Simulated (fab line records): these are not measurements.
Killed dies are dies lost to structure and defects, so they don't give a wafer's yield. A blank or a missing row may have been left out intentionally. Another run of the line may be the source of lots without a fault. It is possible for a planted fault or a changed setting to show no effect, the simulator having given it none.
Which tool was responsible? || flow rit cmos || 15 lots with 45 wafers sampled at 4 steps, on a route of 202 steps

== WHAT THE GAUGES READ, wafer by wafer ==
RIT_PWELL_OVL_MEAS_06.
{"lot": "L137", "measured": "day 2 03:41", "on": "overlay-02", "PWELL_OVL (nm)": "1.2 -0.3 -0.3"}
{"lot": "L140", "measured": "day 2 16:52", "on": "overlay-01", "PWELL_OVL (nm)": "1.3 0.8 -0.1"}
{"lot": "L142", "measured": "day 2 23:27", "on": "overlay-01", "PWELL_OVL (nm)": "1.0 1.5 1.3"}
{"lot": "L143", "measured": "day 3 04:55", "on": "overlay-01", "PWELL_OVL (nm)": "0.1 -0.2 -1.3"}
{"lot": "L144", "measured": "day 3 12:20", "on": "overlay-02", "PWELL_OVL (nm)": "-0.6 2.6 0.9"}
{"lot": "L145", "measured": "day 3 16:14", "on": "overlay-02", "PWELL_OVL (nm)": "-1.1 1.2 -0.8"}
{"lot": "L146", "measured": "day 3 21:00", "on": "overlay-01", "PWELL_OVL (nm)": "-3.6 -2.8 -1.3"}
{"lot": "L147", "measured": "day 4 07:05", "on": "overlay-01", "PWELL_OVL (nm)": "1.1 -0.8 1.1"}
{"lot": "L149", "measured": "day 4 10:47", "on": "overlay-02", "PWELL_OVL (nm)": "-0.5 -0.6 0.7"}
{"lot": "L151", "measured": "day 4 22:50", "on": "overlay-01", "PWELL_OVL (nm)": "-1.9 1.3 -2.1"}
{"lot": "L155", "measured": "day 5 18:10", "on": "overlay-01", "PWELL_OVL (nm)": "-1.9 -4.2 -2.0"}
{"lot": "L157", "measured": "day 6 07:58", "on": "overlay-01", "PWELL_OVL (nm)": "-0.4 2.4 1.4"}
{"lot": "L158", "measured": "day 6 10:13", "on": "overlay-02", "PWELL_OVL (nm)": "-2.0 -1.8 -3.1"}
{"lot": "L159", "measured": "day 6 14:14", "on": "overlay-01", "PWELL_OVL (nm)": "0.1 -0.1 -0.7"}
{"lot": "L160", "measured": "day 6 18:14", "on": "overlay-01", "PWELL_OVL (nm)": "-0.3 0.9 1.3"}

RIT_M1_CD_MEAS_90: target cd 2600 nm.
{"lot": "L137", "measured": "day 3 13:43", "on": "cd sem-01", "cd nm (nm)": "2598.9 2601.8 2600.6"}
{"lot": "L140", "measured": "day 4 06:29", "on": "cd sem-01", "cd nm (nm)": "2597.8 2600.0 2600.4"}
{"lot": "L142", "measured": "day 4 14:10", "on": "cd sem-02", "cd nm (nm)": "2604.6 2602.6 2604.1"}
{"lot": "L143", "measured": "day 4 16:11", "on": "cd sem-02", "cd nm (nm)": "2602.1 2601.0 2602.9"}
{"lot": "L144", "measured": "day 5 01:34", "on": "cd sem-01", "cd nm (nm)": "2601.7 2601.0 2603.1"}
{"lot": "L149", "measured": "day 5 21:25", "on": "cd sem-02", "cd nm (nm)": "2597.9 2599.1 2599.7"}
{"lot": "L151", "measured": "day 6 11:38", "on": "cd sem-02", "cd nm (nm)": "2601.3 2601.6 2601.1"}
{"lot": "L155", "measured": "day 7 09:03", "on": "cd sem-02", "cd nm (nm)": "2601.5 2601.4 2602.0"}
{"lot": "L157", "measured": "day 8 07:32", "on": "cd sem-02", "cd nm (nm)": "2597.4 2596.7 2600.1"}
{"lot": "L158", "measured": "day 8 07:52", "on": "cd sem-01", "cd nm (nm)": "2600.1 2600.2 2596.1"}
{"lot": "L159", "measured": "day 8 09:38", "on": "cd sem-02", "cd nm (nm)": "2600.5 2601.4 2600.9"}
{"lot": "L160", "measured": "day 8 17:34", "on": "cd sem-01", "cd nm (nm)": "2599.6 2601.1 2599.8"}

== TOOL THAT RAN EACH LOT (tool first, then ch and the chambers of the sampled wafers, then the start) ==
{"lot": "L137", "RIT_GATE_EXPOSE_13": "iline stepper-02 ch 0, day 2 18:28", "RIT_NSD_STRIP_09": "plasma asher-01 ch 0,1, day 3 05:49"}
{"lot": "L140", "RIT_GATE_EXPOSE_13": "iline stepper-02 ch 0, day 3 09:47", "RIT_NSD_STRIP_09": "plasma asher-01 ch 0,1, day 3 22:36"}
{"lot": "L142", "RIT_GATE_EXPOSE_13": "iline stepper-02 ch 0, day 3 16:56", "RIT_NSD_STRIP_09": "plasma asher-03 ch 0,1, day 4 05:46"}
{"lot": "L143", "RIT_GATE_EXPOSE_13": "iline stepper-01 ch 0, day 3 19:40", "RIT_NSD_STRIP_09": "plasma asher-03 ch 0, day 4 08:15"}
{"lot": "L144", "RIT_GATE_EXPOSE_13": "iline stepper-02 ch 0, day 4 05:19", "RIT_NSD_STRIP_09": "plasma asher-04 ch 0,1, day 4 17:14"}
{"lot": "L145", "RIT_GATE_EXPOSE_13": "iline stepper-02, day 4 06:25", "RIT_NSD_STRIP_09": "-"}
{"lot": "L146", "RIT_GATE_EXPOSE_13": "iline stepper-01, day 4 13:37", "RIT_NSD_STRIP_09": "-"}
{"lot": "L147", "RIT_GATE_EXPOSE_13": "iline stepper-02, day 4 21:47", "RIT_NSD_STRIP_09": "-"}
{"lot": "L149", "RIT_GATE_EXPOSE_13": "iline stepper-02 ch 0, day 5 01:33", "RIT_NSD_STRIP_09": "plasma asher-03 ch 0,1, day 5 13:25"}
{"lot": "L151", "RIT_GATE_EXPOSE_13": "iline stepper-01 ch 0, day 5 13:29", "RIT_NSD_STRIP_09": "plasma asher-03 ch 0,1, day 6 03:49"}
{"lot": "L155", "RIT_GATE_EXPOSE_13": "iline stepper-02 ch 0, day 6 13:29", "RIT_NSD_STRIP_09": "plasma asher-04 ch 0,1, day 7 01:10"}
{"lot": "L157", "RIT_GATE_EXPOSE_13": "iline stepper-02 ch 0, day 7 07:07", "RIT_NSD_STRIP_09": "plasma asher-03 ch 0,1, day 7 23:25"}
{"lot": "L158", "RIT_GATE_EXPOSE_13": "iline stepper-01 ch 0, day 7 07:22", "RIT_NSD_STRIP_09": "plasma asher-04 ch 0,1, day 7 23:34"}
{"lot": "L159", "RIT_GATE_EXPOSE_13": "iline stepper-02 ch 0, day 7 11:56", "RIT_NSD_STRIP_09": "plasma asher-01 ch 0,1, day 8 01:27"}
{"lot": "L160", "RIT_GATE_EXPOSE_13": "iline stepper-01 ch 0, day 7 19:14", "RIT_NSD_STRIP_09": "plasma asher-01 ch 0,1, day 8 09:57"}
- RIT_GATE_EXPOSE_13: exposes mask M6, target cd 150 nm.
- RIT_NSD_STRIP_09: strips in O2, time 180 s.

== WHAT THE TOOLS THEMSELVES READ (means of the sampled wafers that have a number; where no wafer has one, the mark that the record gives instead) ==
RIT_GATE_EXPOSE_13.
{"lot": "L137", "tool": "iline stepper-02", "exposure dose mJ cm2": 380.0, "focus offset nm (nm)": -0.2, "reticle temp C (C)": 23.00, "stage vel mm s (mm/s)": 500.09}
{"lot": "L140", "tool": "iline stepper-02", "exposure dose mJ cm2": 380.2, "focus offset nm (nm)": 0.4, "reticle temp C (C)": 23.07, "stage vel mm s (mm/s)": 500.08}
{"lot": "L142", "tool": "iline stepper-02", "exposure dose mJ cm2": 380.1, "focus offset nm (nm)": 0.1, "reticle temp C (C)": 23.10, "stage vel mm s (mm/s)": 499.96}
{"lot": "L143", "tool": "iline stepper-01", "exposure dose mJ cm2": 379.7, "focus offset nm (nm)": 0.6, "reticle temp C (C)": 23.06, "stage vel mm s (mm/s)": 500.42}
{"lot": "L144", "tool": "iline stepper-02", "exposure dose mJ cm2": 379.5, "focus offset nm (nm)": -0.3, "reticle temp C (C)": 23.13, "stage vel mm s (mm/s)": 499.89}
{"lot": "L145", "tool": "iline stepper-02", "exposure dose mJ cm2": "-", "focus offset nm (nm)": "-", "reticle temp C (C)": "-", "stage vel mm s (mm/s)": "-"}
{"lot": "L146", "tool": "iline stepper-01", "exposure dose mJ cm2": "-", "focus offset nm (nm)": "-", "reticle temp C (C)": "-", "stage vel mm s (mm/s)": "-"}
{"lot": "L147", "tool": "iline stepper-02", "exposure dose mJ cm2": "-", "focus offset nm (nm)": "-", "reticle temp C (C)": "-", "stage vel mm s (mm/s)": "-"}
{"lot": "L149", "tool": "iline stepper-02", "exposure dose mJ cm2": 379.6, "focus offset nm (nm)": -0.2, "reticle temp C (C)": 22.99, "stage vel mm s (mm/s)": 500.12}
{"lot": "L151", "tool": "iline stepper-01", "exposure dose mJ cm2": 380.0, "focus offset nm (nm)": 0.6, "reticle temp C (C)": 23.02, "stage vel mm s (mm/s)": 499.98}
{"lot": "L155", "tool": "iline stepper-02", "exposure dose mJ cm2": 380.2, "focus offset nm (nm)": -0.1, "reticle temp C (C)": 23.00, "stage vel mm s (mm/s)": 499.90}
{"lot": "L157", "tool": "iline stepper-02", "exposure dose mJ cm2": 380.2, "focus offset nm (nm)": 0.2, "reticle temp C (C)": 23.08, "stage vel mm s (mm/s)": 499.92}
{"lot": "L158", "tool": "iline stepper-01", "exposure dose mJ cm2": 380.4, "focus offset nm (nm)": -0.4, "reticle temp C (C)": 22.94, "stage vel mm s (mm/s)": 500.27}
{"lot": "L159", "tool": "iline stepper-02", "exposure dose mJ cm2": 379.7, "focus offset nm (nm)": -0.9, "reticle temp C (C)": 22.88, "stage vel mm s (mm/s)": 499.95}
{"lot": "L160", "tool": "iline stepper-01", "exposure dose mJ cm2": 380.0, "focus offset nm (nm)": 0.6, "reticle temp C (C)": 23.02, "stage vel mm s (mm/s)": 499.93}

RIT_NSD_STRIP_09.
{"lot": "L137", "tool": "plasma asher-01", "drypump motor current A (A)": 5.2, "o2 flow sccm (sccm)": 4001}
{"lot": "L140", "tool": "plasma asher-01", "drypump motor current A (A)": 5.1, "o2 flow sccm (sccm)": 4016}
{"lot": "L142", "tool": "plasma asher-03", "drypump motor current A (A)": 5.8, "o2 flow sccm (sccm)": 4001}
{"lot": "L143", "tool": "plasma asher-03", "drypump motor current A (A)": 6.1, "o2 flow sccm (sccm)": 4010}
{"lot": "L144", "tool": "plasma asher-04", "drypump motor current A (A)": 6.2, "o2 flow sccm (sccm)": 4003}
{"lot": "L149", "tool": "plasma asher-03", "drypump motor current A (A)": 5.8, "o2 flow sccm (sccm)": 4016}
{"lot": "L151", "tool": "plasma asher-03", "drypump motor current A (A)": 5.8, "o2 flow sccm (sccm)": 4008}
{"lot": "L155", "tool": "plasma asher-04", "drypump motor current A (A)": 6.2, "o2 flow sccm (sccm)": 4006}
{"lot": "L157", "tool": "plasma asher-03", "drypump motor current A (A)": 5.8, "o2 flow sccm (sccm)": 3999}
{"lot": "L158", "tool": "plasma asher-04", "drypump motor current A (A)": 6.0, "o2 flow sccm (sccm)": 4018}
{"lot": "L159", "tool": "plasma asher-01", "drypump motor current A (A)": 5.2, "o2 flow sccm (sccm)": 3992}
{"lot": "L160", "tool": "plasma asher-01", "drypump motor current A (A)": 5.1, "o2 flow sccm (sccm)": 3995}

== THE ANSWER, worked out from the rows above alone ==
Rule: the usual values come from the lots themselves. The widest of any qualifying gaps counts: lots, ordered by their means at a reading, are off when they make up no more than a third of the lots, leave a main group of 4 or more, and stand apart from it by 3 or more times the standard deviation of that group's means. A main group is skipped when, at the precision printed for the reading in the tables above, its means are all equal. Also off: a lot with no number at a reading for which 4 or more lots have one. The other lots that the step has rows for count as sound. The gauges are gone through in route order, then the tools' own readings, and for those a lot's mean is taken as printed above. The first step at which some lot is off is used, and at that step the reading that is off furthest; a lot without a number counts as furthest.
Off at RIT_GATE_EXPOSE_13 (exposure dose mJ cm2): L145, L146, L147. Without a number there: L145, L146, L147. The main group has a mean of 380.0 with a standard deviation of 0.27.
A tool fits if, at that step or a process step before it, it ran every lot that is off, and no sound lot after the first of them. Of those tried, none fits.

== WHAT WAS PUT IN BY THE SIMULATOR ==
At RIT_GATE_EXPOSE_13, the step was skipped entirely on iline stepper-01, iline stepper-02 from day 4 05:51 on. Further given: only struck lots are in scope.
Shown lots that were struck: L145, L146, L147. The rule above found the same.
